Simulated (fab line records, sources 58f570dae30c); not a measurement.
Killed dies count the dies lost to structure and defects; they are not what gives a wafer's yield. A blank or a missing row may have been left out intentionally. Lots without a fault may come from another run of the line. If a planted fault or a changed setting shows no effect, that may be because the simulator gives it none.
fab line records	flow berkeleyCmos170	part 1 of 2: steps 1 to 37 of 44
record lots=6	wafers=18	lastDay=11
route steps=331 shown CONTACT@226 M1@238 V1@254 M3@331
lots with no fault: from the same line, run without faults
startH: start of the lot's first displayed wafer, in hours after the record's first day	waitH: how many hours have passed since the lot's step before this one	" as in the row above	L1.1+2: a single row standing in for several wafers	- no value, or no start was given	* or withheld: withheld	< > ~ a bound
route shown NAME@n: a module of which the file shows steps, and the number in the route of the first	usual: the fault-free wafers' mean and standard deviation	same: alike in all rows	chamber/n: place in a boat	sites: each site's reading	_std_site: the values' standard deviation	_edge_site: outer sites' mean less inner sites'	radiusMm: how far each site lies from the wafer's centre	mask NAME#n: copy n	behind: tool/chamber where the wafer was last shaped	hold: what put the lot on hold/how long, in hours/how the hold closed	device: names the non-switching transistor (n, p or np)	end of line: tests run on the same wafers once the route is complete	a step given without rows: its recipe and nothing more	killed: count of dies lost to structure and defects at first sort (not the wafer's yield)	map: dies across one wafer; x = killed, . = not, _ = none there
set.NAME: the setting the step ran with; set.NAME@STEP: the setting that earlier step ran with	model.NAME: the simulator's own value behind a step, which no gauge read
lots seen at some steps along the route; tables by step, rows by wafer
services: the hour from which a tool's chamber was out of use, counted from the record's first day as startH (under 0 if before that day), plus the number of hours and why
## steps
# step UCB170_CONTACT_COAT_10
# recipe resist=KrF	spinRpm=1500	resistThkNm=900
# step UCB170_CONTACT_SOFTBAKE_11
# recipe resist=KrF	tempC=130	timeS=60
# step UCB170_CONTACT_EXPOSE_12
# recipe maskId=CONT	targetCdNm=700	na=0.5	sigmaOuter=0.6	sourceShape=conventional	doseMj=35
# step UCB170_CONTACT_PEB_13
# recipe pebTempC=130	pebTimeS=withheld	resist=KrF
# step UCB170_CONTACT_DEVELOP_14
# recipe developer=TMAH	developTimeS=45	resist=KrF	devTempC=21
# step UCB170_CONTACT_CD_MEAS_15
# recipe targetCdNm=700
# usual cdNm=700.2/1.3
lot.wafer	tool	chamber	startH	waitH	cdNm
L266.1	cdSem-02	-	145.48	-	698.8
L266.3	"	-	"	"	699.4
L266.5	"	-	"	"	699.6
L274.2	cdSem-02	-	170.76	-	700.1
L274.3	"	-	"	"	701.0
L274.6	"	-	"	"	701.0
L273.1	cdSem-02	-	172.52	-	699.9
L273.2	"	-	"	"	700.5
L273.4	"	-	"	"	700.6
L278.1	cdSem-01	-	192.78	-	699.2
L278.2	"	-	"	"	699.2
L278.6	"	-	"	"	699.6
L282.2	cdSem-02	-	217.41	-	701.1
L282.3	"	-	"	"	701.6
L282.5	"	-	"	"	700.5
L289.1	cdSem-01	-	247.03	-	704.5
L289.3	"	-	"	"	702.6
L289.6	"	-	"	"	702.9
# step UCB170_CONTACT_OVL_MEAS_16
# usual CONTACT_OVL=1/5.6
lot.wafer	tool	chamber	startH	waitH	CONTACT_OVL[nm]
L266.1	overlay-02	-	145.60	0.1	1
L266.3	"	-	"	"	1
L266.5	"	-	"	"	-3
L274.2	overlay-02	-	170.86	0.1	1
L274.3	"	-	"	"	-5
L274.6	"	-	"	"	0
L273.1	overlay-02	-	172.64	0.1	-6
L273.2	"	-	"	"	4
L273.4	"	-	"	"	2
L278.1	overlay-01	-	192.90	0.1	6
L278.2	"	-	"	"	14
L278.6	"	-	"	"	11
L282.2	overlay-01	-	217.51	0.1	2
L282.3	"	-	"	"	-5
L282.5	"	-	"	"	-3
L289.1	overlay-01	-	247.15	0.1	0
L289.3	"	-	"	"	0
L289.6	"	-	"	"	6
# step UCB170_CONTACT_ETCH_17
# recipe chemistry=N2/H2	targetDepthA=withheld	overetchA=withheld	target=BARC	timeS=withheld	sourceW=500	biasW=100	pressureMtorr=30	n2FlowSccm=100	h2FlowSccm=200
# usual biasW=99.97/0.29	drypumpMotorCurrentA=5.7/0.47	oesProductAu=0.997/0.017	throttleValvePct=13.33/0.18
lot.wafer	tool	chamber	startH	waitH	biasW	drypumpMotorCurrentA	oesProductAu	throttleValvePct
L266.1	rieDiel-03	1	145.64	0.0	100.01	5.0	1.013	13.14
L266.3	"	3	"	"	100.13	5.6	0.982	13.34
L266.5	"	3	"	"	100.36	5.7	0.988	13.35
L274.2	rieDiel-04	1	170.89	0.0	99.50	5.9	1.019	13.16
L274.3	"	0	"	"	99.86	5.3	0.987	13.34
L274.6	"	3	"	"	99.83	5.8	0.984	13.67
L273.1	rieDiel-04	3	172.68	0.0	100.16	5.8	0.972	13.69
L273.2	"	1	"	"	99.93	5.9	1.004	13.18
L273.4	"	3	"	"	99.89	5.8	0.977	13.70
L278.1	rieDiel-03	3	192.94	0.0	99.98	5.7	0.983	13.37
L278.2	"	0	"	"	99.90	6.7	1.006	13.12
L278.6	"	3	"	"	100.21	5.7	0.978	13.34
L282.2	rieDiel-04	2	217.54	0.0	99.95	5.3	0.953	13.08
L282.3	"	0	"	"	100.45	5.3	0.990	13.34
L282.5	"	3	"	"	100.45	5.8	0.989	13.71
L289.1	rieDiel-03	0	247.19	0.0	100.29	6.7	1.005	13.12
L289.3	"	3	"	"	99.89	5.6	0.979	13.35
L289.6	"	2	"	"	100.05	5.7	1.009	13.53
# step UCB170_CONTACT_ETCH_18
# recipe chemistry=CHF3/CF4/Ar	target=PSG	stopOn=TiSi2	CHF3_flow_sccm=45	cf4FlowSccm=15	Ar_flow_sccm=150	pressureMtorr=200	rfW=700	targetDepthA=8400	overEtchFrac=0.2	timeS=195
# usual drypumpMotorCurrentA=5.7/0.47	mfcArSccm=150.0/0.39	oesProductAu=0.891/0.017	throttleValvePct=6.98/0.14
lot.wafer	tool	chamber	startH	waitH	drypumpMotorCurrentA	mfcArSccm	oesProductAu	rfHoursCounterH	throttleValvePct
L266.1	rieDiel-03	1	-	-	5.0	149.8	0.928	123	6.84
L266.3	"	3	"	"	5.7	150.5	0.886	128	6.99
L266.5	"	3	"	"	5.6	150.6	0.885	-	6.99
L274.2	rieDiel-04	1	-	-	5.9	149.6	0.913	128	6.90
L274.3	"	0	"	"	5.2	150.2	0.890	83	6.94
L274.6	"	3	"	"	5.8	150.0	0.892	-	7.23
L273.1	rieDiel-04	3	-	-	5.8	150.2	0.889	31	7.22
L273.2	"	1	"	"	5.9	150.2	0.909	129	6.90
L273.4	"	3	"	"	5.8	150.1	0.876	-	7.22
L278.1	rieDiel-03	3	-	-	5.6	150.3	0.886	132	7.00
L278.2	"	0	"	"	6.7	149.8	0.896	23	6.79
L278.6	"	3	"	"	5.6	150.3	0.879	-	6.99
L282.2	rieDiel-04	2	-	-	5.3	149.8	0.868	1	6.85
L282.3	"	0	"	"	5.3	149.3	0.873	86	6.96
L282.5	"	3	"	"	5.8	149.8	0.873	-	7.22
L289.1	rieDiel-03	0	-	-	6.6	149.8	0.884	26	6.79
L289.3	"	3	"	"	5.6	149.3	0.870	135	6.98
L289.6	"	2	"	"	5.7	150.1	0.885	-	7.16
# step UCB170_CONTACT_STRIP_19
# recipe chemistry=O2	powerW=400	pressureMtorr=3500	platenTempC=withheld	o2FlowSccm=400	overashFraction=0.5
# step UCB170_CONTACT_CD_MEAS_90
# recipe targetCdNm=700
# usual cdNm=699.7/1.7
lot.wafer	tool	chamber	startH	waitH	cdNm
L266.1	cdSem-01	-	145.91	0.1	696.7
L266.3	"	-	"	"	699.2
L266.5	"	-	"	"	698.9
L274.2	cdSem-01	-	171.18	0.1	700.2
L274.3	"	-	"	"	702.0
L274.6	"	-	"	"	699.8
L273.1	cdSem-02	-	172.94	0.1	699.0
L273.2	"	-	"	"	701.0
L273.4	"	-	"	"	699.4
L278.1	cdSem-02	-	193.20	0.1	699.0
L278.2	"	-	"	"	698.9
L278.6	"	-	"	"	699.8
L282.2	cdSem-01	-	217.83	0.1	699.7
L282.3	"	-	"	"	701.7
L282.5	"	-	"	"	699.9
L289.1	cdSem-01	-	247.46	0.1	705.9
L289.3	"	-	"	"	702.5
L289.6	"	-	"	"	702.9
# step UCB170_CONTACT_CLEAN_20
# recipe chemistry=SPM	tempC=120	timeS=600
# step UCB170_M1_SPUTTER_00
# recipe material=Al	targetThkNm=600	timeS=80	powerW=6000	chamberPressurePa=0.5
# usual cathodeDcPowerW=5999.9/1.1	throttleValvePct=30.0/0.86
lot.wafer	tool	chamber	startH	waitH	cathodeDcPowerW	throttleValvePct	model.Al_of_M1_SPUTTER_00.thkNm
L266.1	pvdSputter-02	-	146.20	0.0	5999.9	30.8	601.2
L266.3	"	-	"	"	5999.6	28.0	597.5
L266.5	"	-	"	"	5999.0	29.5	606.8
L274.2	pvdSputter-04	-	171.45	0.0	5368.4	29.8	533.2
L274.3	"	-	"	"	5999.3	29.0	591.1
L274.6	"	-	"	"	6000.5	30.2	591.2
L273.1	pvdSputter-04	-	173.24	0.0	5998.5	30.0	585.3
L273.2	"	-	"	"	5367.4	29.9	530.8
L273.4	"	-	"	"	6001.6	29.3	587.1
L278.1	pvdSputter-02	-	193.52	0.0	6001.3	30.8	596.9
L278.2	"	-	"	"	5999.8	30.9	600.9
L278.6	"	-	"	"	5999.8	31.1	605.7
L282.2	pvdSputter-03	-	218.10	0.0	5998.0	29.4	598.8
L282.3	"	-	"	"	6001.6	31.1	603.3
L282.5	"	-	"	"	5998.1	29.6	601.1
L289.1	pvdSputter-04	-	247.90	0.0	6000.6	30.0	595.7
L289.3	"	-	"	"	5999.1	30.6	590.1
L289.6	"	-	"	"	6000.8	29.1	595.4
# step UCB170_M1_RS_MEAS_01
# recipe thkMeasGauge=four-point-probe	reads=Al_of_M1_SPUTTER_00
# usual M1_AL_RS=0.0487/0.00062
lot.wafer	tool	chamber	startH	waitH	M1_AL_RS[ohm/sq]
L266.1	filmMetro-02	-	146.26	0.0	0.0486
L266.3	"	-	"	"	0.0488
L266.5	"	-	"	"	0.0481
L274.2	filmMetro-03	-	171.53	0.1	0.0546
L274.3	"	-	"	"	0.0492
L274.6	"	-	"	"	0.0492
L273.1	filmMetro-01	-	173.33	0.1	0.0497
L273.2	"	-	"	"	0.0550
L273.4	"	-	"	"	0.0496
L278.1	filmMetro-02	-	193.58	0.0	0.0489
L278.2	"	-	"	"	0.0486
L278.6	"	-	"	"	0.0482
L282.2	filmMetro-02	-	218.18	0.1	0.0489
L282.3	"	-	"	"	0.0482
L282.5	"	-	"	"	0.0486
L289.1	filmMetro-02	-	247.96	0.0	0.0490
L289.3	"	-	"	"	0.0495
L289.6	"	-	"	"	0.0491
# step UCB170_M1_THK_MEAS_02
# recipe thkMeasGauge=xrf	reads=Al_of_M1_SPUTTER_00
# usual M1_AL_THK=594/8.1
lot.wafer	tool	chamber	startH	waitH	M1_AL_THK[nm]
L266.1	filmMetro-02	-	146.38	0.1	595
L266.3	"	-	"	"	593
L266.5	"	-	"	"	604
L274.2	filmMetro-03	-	171.64	0.1	528
L274.3	"	-	"	"	590
L274.6	"	-	"	"	585
L273.1	filmMetro-01	-	173.45	0.1	583
L273.2	"	-	"	"	526
L273.4	"	-	"	"	587
L278.1	filmMetro-02	-	193.70	0.1	593
L278.2	"	-	"	"	598
L278.6	"	-	"	"	606
L282.2	filmMetro-02	-	218.29	0.1	599
L282.3	"	-	"	"	603
L282.5	"	-	"	"	603
L289.1	filmMetro-02	-	248.08	0.1	594
L289.3	"	-	"	"	586
L289.6	"	-	"	"	593
# step UCB170_M1_COAT_03
# recipe resist=BARC	tempC=withheld	timeS=withheld	spinRpm=3000	resistThkNm=withheld
# step UCB170_M1_COAT_04
# recipe resist=KrF	spinRpm=1500	resistThkNm=900
# step UCB170_M1_SOFTBAKE_05
# recipe resist=KrF	tempC=130	timeS=60
# step UCB170_M1_EXPOSE_06
# recipe maskId=METAL1	targetCdNm=700	na=0.5	sigmaOuter=0.6	sourceShape=conventional	doseMj=21
# step UCB170_M1_PEB_07
# recipe pebTempC=130	pebTimeS=withheld	resist=KrF
# step UCB170_M1_DEVELOP_08
# recipe developer=TMAH	developTimeS=45	resist=KrF	devTempC=21
# step UCB170_M1_CD_MEAS_09
# recipe targetCdNm=700
# usual cdNm=700.5/1.4
lot.wafer	tool	chamber	startH	waitH	cdNm
L266.1	cdSem-02	-	147.78	-	700.7
L266.3	"	-	"	"	700.6
L266.5	"	-	"	"	699.4
L274.2	cdSem-01	-	173.01	-	698.6
L274.3	"	-	"	"	698.3
L274.6	"	-	"	"	698.6
L273.1	cdSem-02	-	175.53	-	700.6
L273.2	"	-	"	"	700.6
L273.4	"	-	"	"	701.5
L278.1	cdSem-01	-	195.54	-	701.0
L278.2	"	-	"	"	701.2
L278.6	"	-	"	"	701.0
L282.2	cdSem-02	-	219.62	-	700.1
L282.3	"	-	"	"	700.9
L282.5	"	-	"	"	699.3
L289.1	cdSem-01	-	249.11	-	700.1
L289.3	"	-	"	"	697.9
L289.6	"	-	"	"	699.8
# step UCB170_M1_OVL_MEAS_10
# usual M1_OVL=-3/5.9
lot.wafer	tool	chamber	startH	waitH	M1_OVL[nm]
L266.1	overlay-01	-	147.90	0.1	-8
L266.3	"	-	"	"	0
L266.5	"	-	"	"	-3
L274.2	overlay-02	-	173.11	0.1	4
L274.3	"	-	"	"	-6
L274.6	"	-	"	"	0
L273.1	overlay-02	-	175.65	0.1	-1
L273.2	"	-	"	"	9
L273.4	"	-	"	"	4
L278.1	overlay-02	-	195.66	0.1	0
L278.2	"	-	"	"	1
L278.6	"	-	"	"	2
L282.2	overlay-02	-	219.73	0.1	-5
L282.3	"	-	"	"	1
L282.5	"	-	"	"	-5
L289.1	overlay-02	-	249.23	0.1	-8
L289.3	"	-	"	"	-3
L289.6	"	-	"	"	-11
# step UCB170_M1_ETCH_11
# recipe chemistry=N2/H2	targetDepthA=withheld	overetchA=withheld	target=BARC	timeS=withheld	sourceW=500	biasW=100	pressureMtorr=30	n2FlowSccm=100	h2FlowSccm=200
# usual biasW=100.03/0.28	drypumpMotorCurrentA=5.7/0.32	oesProductAu=0.999/0.022	throttleValvePct=13.34/0.18
lot.wafer	tool	chamber	startH	waitH	biasW	drypumpMotorCurrentA	oesProductAu	throttleValvePct
L266.1	rieDiel-01	2	147.93	0.0	100.08	5.4	1.000	13.47
L266.3	"	3	"	"	100.25	6.2	1.029	13.18
L266.5	"	3	"	"	100.32	6.2	1.022	13.18
L274.2	rieDiel-01	3	173.14	0.0	100.12	6.2	1.025	13.17
L274.3	"	0	"	"	100.15	5.7	0.993	13.25
L274.6	"	0	"	"	99.72	5.8	0.998	13.25
L273.1	rieDiel-01	2	175.68	0.0	100.33	5.4	1.009	13.48
L273.2	"	0	"	"	100.22	5.8	1.003	13.24
L273.4	"	1	"	"	99.74	5.7	0.982	13.49
L278.1	rieDiel-01	2	195.69	0.0	100.65	5.4	1.018	13.47
L278.2	"	1	"	"	100.12	5.6	0.979	13.50
L278.6	"	1	"	"	100.11	5.7	0.981	13.50
L282.2	rieDiel-02	3	219.76	0.0	100.17	5.5	0.984	13.46
L282.3	"	1	"	"	100.44	5.4	0.997	13.18
L282.5	"	0	"	"	100.11	6.1	1.011	13.52
L289.1	rieDiel-04	1	249.26	0.0	99.90	5.9	1.004	13.18
L289.3	"	0	"	"	99.95	5.2	0.981	13.33
L289.6	"	1	"	"	99.97	5.9	1.003	13.16
# step UCB170_M1_METAL_ETCH_12
# recipe chemistry=Cl2/BCl3	target=Al	stopOn=PSG	pressureMtorr=12	targetDepthA=7800	overEtchFrac=0.3	timeS=130	icpW=600	biasW=120	Cl2_flow_sccm=90	bcl3FlowSccm=45
# usual biasW=120.0/0.32	drypumpMotorCurrentA=5.6/0.5	oesProductAu=0.859/0.011	throttleValvePct=24.45/0.2
lot.wafer	tool	chamber	startH	waitH	biasW	drypumpMotorCurrentA	oesProductAu	rfHoursCounterH	throttleValvePct
L266.1	rieMetal-01	1	147.97	-	120.1	5.2	0.841	11	24.57
L266.3	"	0	"	"	119.7	6.3	0.860	-	24.39
L266.5	"	0	"	"	119.5	6.3	0.860	-	24.37
L274.2	rieMetal-02	0	173.19	-	119.9	5.2	0.805	9	24.27
L274.3	"	1	"	"	120.3	6.0	0.860	-	24.85
L274.6	"	0	"	"	120.5	5.2	0.852	-	24.23
L273.1	rieMetal-02	1	175.73	-	120.5	6.0	0.855	5	24.84
L273.2	"	0	"	"	119.8	5.2	0.802	9	24.27
L273.4	"	0	"	"	120.0	5.3	0.844	-	24.26
L278.1	rieMetal-02	1	195.74	-	119.6	5.9	0.869	5	24.84
L278.2	"	0	"	"	120.1	5.2	0.848	10	24.24
L278.6	"	1	"	"	119.7	5.9	0.863	-	24.85
L282.2	rieMetal-01	0	219.84	-	120.3	6.3	0.852	-	24.38
L282.3	"	0	"	"	120.2	6.2	0.856	-	24.39
L282.5	"	0	"	"	120.2	6.3	0.868	-	24.38
L289.1	rieMetal-04	0	249.30	-	120.0	5.2	0.878	4	24.59
L289.3	"	0	"	"	119.5	5.2	0.870	-	24.61
L289.6	"	0	"	"	119.8	5.2	0.874	-	24.60
# step UCB170_M1_STRIP_13
# recipe chemistry=O2	powerW=400	pressureMtorr=3500	platenTempC=withheld	o2FlowSccm=400	overashFraction=0.5
# usual drypumpMotorCurrentA=5.9/0.32	oesProductAu=0.720/0.0048
lot.wafer	tool	chamber	startH	waitH	drypumpMotorCurrentA	oesProductAu	rfHoursCounterH
L266.1	plasmaAsher-01	0	148.11	0.1	5.9	0.724	33
L266.3	"	1	"	"	5.5	0.720	-
L266.5	"	0	"	"	5.8	0.719	-
L274.2	plasmaAsher-03	1	173.32	0.1	6.2	0.713	48
L274.3	"	0	"	"	6.2	0.720	-
L274.6	"	1	"	"	6.2	0.721	-
L273.1	plasmaAsher-03	1	175.86	0.1	6.2	0.712	49
L273.2	"	0	"	"	6.2	0.710	49
L273.4	"	0	"	"	6.2	0.724	-
L278.1	plasmaAsher-03	0	195.87	0.1	6.3	0.726	51
L278.2	"	1	"	"	6.2	0.722	51
L278.6	"	0	"	"	6.2	0.719	-
L282.2	plasmaAsher-03	0	220.06	0.2	6.2	0.717	54
L282.3	"	1	"	"	6.2	0.721	-
L282.5	"	1	"	"	6.2	0.720	-
L289.1	plasmaAsher-03	0	249.44	0.1	6.2	0.728	57
L289.3	"	0	"	"	6.2	0.717	-
L289.6	"	0	"	"	6.2	0.720	-
# step UCB170_M1_CD_MEAS_90
# recipe targetCdNm=700
# usual cdNm=699.9/2.8
lot.wafer	tool	chamber	startH	waitH	cdNm
L266.1	cdSem-01	-	148.21	0.1	695.6
L266.3	"	-	"	"	699.1
L266.5	"	-	"	"	696.0
L274.2	cdSem-02	-	173.44	0.1	699.7
L274.3	"	-	"	"	698.8
L274.6	"	-	"	"	701.8
L273.1	cdSem-01	-	175.96	0.1	698.5
L273.2	"	-	"	"	705.5
L273.4	"	-	"	"	701.9
L278.1	cdSem-01	-	196.29	0.4	701.4
L278.2	"	-	"	"	703.4
L278.6	"	-	"	"	701.2
L282.2	cdSem-01	-	220.18	0.1	701.6
L282.3	"	-	"	"	701.6
L282.5	"	-	"	"	700.0
L289.1	cdSem-01	-	249.54	0.1	702.6
L289.3	"	-	"	"	699.6
L289.6	"	-	"	"	701.1
# step UCB170_M1_ANNEAL_14
# recipe tempC=400	timeS=1200	ambient=formingGas
# step UCB170_V1_CVD_00
# recipe material=SiO2	targetThkNm=2000	tempC=390	precursor=TEOS/O2	timeS=250	rfW=550	pressureMtorr=9000
# usual heaterPowerW=265/62
lot.wafer	tool	chamber	startH	waitH	heaterPowerW
L266.1	pecvd-01	0	150.93	0.0	261
L266.3	"	1	"	"	326
L266.5	"	0	"	"	173
L274.2	pecvd-03	2	176.64	0.0	251
L274.3	"	0	"	"	346
L274.6	"	0	"	"	255
L273.1	pecvd-03	1	178.49	0.0	295
L273.2	"	2	"	"	196
L273.4	"	2	"	"	253
L278.1	pecvd-01	2	199.01	0.0	334
L278.2	"	1	"	"	316
L278.6	"	1	"	"	231
L282.2	pecvd-03	0	221.94	0.0	287
L282.3	"	2	"	"	185
L282.5	"	0	"	"	345
L289.1	pecvd-01	1	254.72	0.0	282
L289.3	"	0	"	"	198
L289.6	"	2	"	"	269
# step UCB170_V1_THK_MEAS_01
# recipe reads=SiO2_of_V1_CVD_00
# usual V1_TEOS_THK=1977/33
lot.wafer	tool	chamber	startH	waitH	V1_TEOS_THK[nm]
L266.1	filmMetro-01	-	151.09	0.1	1993
L266.3	"	-	"	"	1987
L266.5	"	-	"	"	2023
L274.2	filmMetro-01	-	176.81	0.1	1942
L274.3	"	-	"	"	1981
L274.6	"	-	"	"	2024
L273.1	filmMetro-01	-	178.65	0.1	1924
L273.2	"	-	"	"	1915
L273.4	"	-	"	"	1974
L278.1	filmMetro-04	-	199.19	0.1	1909
L278.2	"	-	"	"	1935
L278.6	"	-	"	"	1990
L282.2	filmMetro-03	-	222.11	0.1	1964
L282.3	"	-	"	"	1956
L282.5	"	-	"	"	2024
L289.1	filmMetro-04	-	254.87	0.1	1931
L289.3	"	-	"	"	1972
L289.6	"	-	"	"	1951
# step UCB170_V1_CMP_02
# recipe material=SiO2	downForcePsi=6	platenRpm=60	padVelocityMS=0.75398
# step UCB170_V1_BOW_MEAS_03
# recipe mode=bow
# usual V1_BOW=20/6.3
lot.wafer	tool	chamber	startH	waitH	V1_BOW[um]
L266.1	filmMetro-01	-	151.45	0.2	17
L266.3	"	-	"	"	24
L266.5	"	-	"	"	16
L274.2	filmMetro-04	-	177.18	0.2	19
L274.3	"	-	"	"	15
L274.6	"	-	"	"	16
L273.1	filmMetro-03	-	179.01	0.2	16
L273.2	"	-	"	"	27
L273.4	"	-	"	"	18
L278.1	filmMetro-03	-	199.55	0.2	23
L278.2	"	-	"	"	18
L278.6	"	-	"	"	24
L282.2	filmMetro-04	-	222.78	0.3	30
L282.3	"	-	"	"	19
L282.5	"	-	"	"	27
L289.1	filmMetro-03	-	255.23	0.1	15
L289.3	"	-	"	"	12
L289.6	"	-	"	"	16
# step UCB170_V1_THK_MEAS_04
# recipe reads=SiO2_of_V1_CVD_00
# usual V1_POLISHED_THK=1001.2/1.2
lot.wafer	tool	chamber	startH	waitH	V1_POLISHED_THK[nm]
L266.1	filmMetro-01	-	151.57	0.1	1000.7
L266.3	"	-	"	"	1000.8
L266.5	"	-	"	"	1001.6
L274.2	filmMetro-04	-	177.29	0.1	1003.0
L274.3	"	-	"	"	1001.3
L274.6	"	-	"	"	1002.2
L273.1	filmMetro-03	-	179.13	0.1	999.8
L273.2	"	-	"	"	1001.1
L273.4	"	-	"	"	1002.0
L278.1	filmMetro-03	-	199.67	0.1	998.6
L278.2	"	-	"	"	1002.1
L278.6	"	-	"	"	999.7
L282.2	filmMetro-04	-	222.89	0.1	1002.7
L282.3	"	-	"	"	999.6
L282.5	"	-	"	"	1000.7
L289.1	filmMetro-03	-	255.35	0.1	1001.3
L289.3	"	-	"	"	1001.5
L289.6	"	-	"	"	1001.7
# step UCB170_V1_CLEAN_05
# recipe chemistry=DIW
# step UCB170_V1_HMDS_06
# recipe primeTimeS=60	primeTempC=100
# step UCB170_V1_COAT_07
# recipe resist=KrF	spinRpm=1500	resistThkNm=900
# step UCB170_V1_SOFTBAKE_08
# recipe resist=KrF	tempC=130	timeS=60
## key
firstSign step=UCB170_M1_SPUTTER_00	reading=cathodeDcPowerW	direction=down	sigmas=99+	usual=5999.9	struck=5367.9
effect step=UCB170_M1_RS_MEAS_01	reading=M1_AL_RS	direction=up	sigmas=9.7	usual=0.0487	struck=0.0548
effect step=UCB170_M1_THK_MEAS_02	reading=M1_AL_THK	direction=down	sigmas=8.2	usual=594	struck=527
effect step=UCB170_M1_METAL_ETCH_12	reading=oesProductAu	direction=down	sigmas=5.1	usual=0.859	struck=0.803
modelEffect step=UCB170_M1_SPUTTER_00	value=Al_of_M1_SPUTTER_00.thkNm	without=595.2	struck=532
modelEffect step=UCB170_V1_ETCH_14	value=Al_of_M1_SPUTTER_00.thkNm	without=594.8	struck=531.5
modelEffect step=UCB170_M3_PROBE_99	value=etest.m1.rsOhmSq	without=0.04866	struck=0.05446
metAt UCB170_M1_SPUTTER_00
struckWafers L273.2,L274.2
fault kind=processParameterDrift	tool=pvdSputter-04	chamber=-	onsetH=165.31	steps=UCB170_M1_SPUTTER_00	channel=powerW	offset=-632.53	shape=step	endH=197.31	actsIn=theseRecipesOnly	stated=6000	scope=struckWafersOnly
